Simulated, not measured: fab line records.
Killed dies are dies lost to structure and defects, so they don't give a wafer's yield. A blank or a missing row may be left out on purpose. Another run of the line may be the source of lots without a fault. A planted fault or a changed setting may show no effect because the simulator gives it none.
8D (eight disciplines) problem report, filled in by code + flow berkeley cmos170 + the parts of the form that need people (team, actions taken, sign-off) are left out

1. THE ISSUE
Wafers without a fault read 1200.3 nm, standard deviation 1.4; cd nm at UCB170_PLDD_CD_MEAS_06 reads a mean of 1211.3 nm on 6 wafers belonging to 2 lots. That is +7.8 standard deviations from the usual mean.
The step: target cd 1200 nm.
Seen first at day 9 02:42 on cd sem-01, wafer L835.2. The record has a number at this step for 42 wafers belonging to 14 lots. The rule behind "out" and "out of limits": a value lying over 4 standard deviations away from the usual mean. The other wafers with a number count as sound.

2. WHAT IT IS, WHAT IT ISN'T
| question                    | is                     | is not                                                                          |
|-----------------------------|------------------------|---------------------------------------------------------------------------------|
| which readings at this step | cd nm                  | -                                                                               |
| which lots                  | L835, L837             | L822, L823, L824, L825, L826, L827, L832, L833, L834, L836, L841, L843          |
| which wafers of those lots  | all that have a number | -                                                                               |
| read on which gauges        | cd sem-01, cd sem-02   | -                                                                               |
| when                        | from day 9 02:42       | up to then (27 sound wafers); but 9 sound wafers of L836, L841, L843 came after |

3. THE SUSPECTS, EACH WITH WHAT RULES IT OUT
Counting: any tool at a process step up to the reading is kept as a suspect provided that every lot that is out went through it and no sound lot did after the first of them.
- the gauge at UCB170_PLDD_CD_MEAS_06 has been ruled out. The wafers that are out were read on 2 gauges (cd sem-01, cd sem-02).
- litho track-04 at UCB170_PLDD_SOFTBAKE_02 (time 60 s): kept. It ran every lot that is out, first L835 (day 9 02:10), and no sound lot after that; its last sound lot up to then is L834 (day 8 21:03). On those wafers its own readings are out: heater power total W, plate temp C.
Left after counting: litho track-04 at UCB170_PLDD_SOFTBAKE_02.

4. THE CAUSE (what the simulator had put in)
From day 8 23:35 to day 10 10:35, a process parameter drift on litho track-04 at UCB170_PLDD_SOFTBAKE_02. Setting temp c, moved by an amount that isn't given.
Only this tool survived the counting.

5. SEQUENCE OF EFFECTS, ordered by route
Each row: a reading whose mean over the struck wafers that have a number lies more than 3 standard deviations from the usual. Readings are gone through only where the record gives a usual standard deviation; hours: the median, over the lots, of the time from a lot's start at the first step in this table giving one to that lot's start at this step; sigmas: the change measured in usual standard deviations.
| hours | step                    | reading              | usual     | on struck wafers | change | sigmas |
|-------|-------------------------|----------------------|-----------|------------------|--------|--------|
| 0     | UCB170_PLDD_SOFTBAKE_02 | heater power total W | 56.80 W   | 59.25            | +2.45  | +56    |
| 0     | UCB170_PLDD_SOFTBAKE_02 | plate temp C         | 130.01 C  | 134.32           | +4.31  | +33    |
| 1     | UCB170_PLDD_CD_MEAS_06  | cd nm                | 1200.3 nm | 1211.3           | +11.0  | +7.8   |
The process steps in it:
- UCB170_PLDD_SOFTBAKE_02: time 60 s.

6. HOW IT WOULD HAVE BEEN CAUGHT EARLIER
The first out-of-limits reading at a measuring or inspecting step in this record came at day 9 02:42, 3 hours after the fault's start at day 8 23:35.
Tool's own readings at UCB170_PLDD_SOFTBAKE_02, heater power total W, plate temp C: out on all struck wafers the step has rows for; an alarm limit on them would have tripped on the first.
L837, from the lots that are out (2), started UCB170_PLDD_SOFTBAKE_02 on litho track-04 later than day 9 02:42. It would have been spared by a hold on the tool at that moment.
